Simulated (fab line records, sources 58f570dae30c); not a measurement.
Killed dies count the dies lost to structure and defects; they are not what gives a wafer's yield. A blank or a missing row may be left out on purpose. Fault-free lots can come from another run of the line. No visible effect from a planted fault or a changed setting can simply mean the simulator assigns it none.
Chamber matching / flow berkeley_cmos170 / UCB170_M1_ETCH_11 on rie_diel-04 has 4 sister chambers
The step etches BARC in N2/H2. 4 wafers are shown with their chamber, then 7 later ones without.

## EACH WAFER AND ITS CHAMBER
wafer=L626.1; chamber=1; drypump_motor_current_A (A)=5.3
wafer=L626.3; chamber=3; drypump_motor_current_A (A)=5.2
wafer=L627.2; chamber=0; drypump_motor_current_A (A)=6.6
wafer=L627.4; chamber=2; drypump_motor_current_A (A)=4.9

## WAFERS WHOSE CHAMBER IS MISSING
wafer=L627.6; drypump_motor_current_A (A)=5.2
wafer=L628.1; drypump_motor_current_A (A)=4.9
wafer=L628.2; drypump_motor_current_A (A)=6.6
wafer=L628.5; drypump_motor_current_A (A)=5.3
wafer=L629.2; drypump_motor_current_A (A)=5.2
wafer=L629.3; drypump_motor_current_A (A)=5.0
wafer=L629.5; drypump_motor_current_A (A)=5.0

## WHICH CHAMBER EACH WENT THROUGH
wafer=L627.6; from the rows above=can't be placed: 3 or 1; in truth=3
wafer=L628.1; from the rows above=2; in truth=2
wafer=L628.2; from the rows above=0; in truth=0
wafer=L628.5; from the rows above=can't be placed: 1 or 3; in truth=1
wafer=L629.2; from the rows above=can't be placed: 3 or 1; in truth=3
wafer=L629.3; from the rows above=can't be placed: 2 or 3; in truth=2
wafer=L629.5; from the rows above=can't be placed: 2 or 3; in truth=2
Placed correctly: 2 of 7. Can't be placed from these rows: 5 (the true chamber is among the candidates in 5). Placed wrongly: 0.
How it was worked out, from the rows above alone: a wafer's distance from a chamber is the root of the sum, over the readings, of the square of ((its reading less the chamber's mean) divided by the reading's scatter). If the next closest chamber is less than 2 further off than the closest, the wafer can't be placed; otherwise it belongs to the closest. A chamber's mean is the mean of its shown wafers. The scatter: root of mean squared gap, hidden wafer to nearest shown wafer, with one shown wafer a chamber.
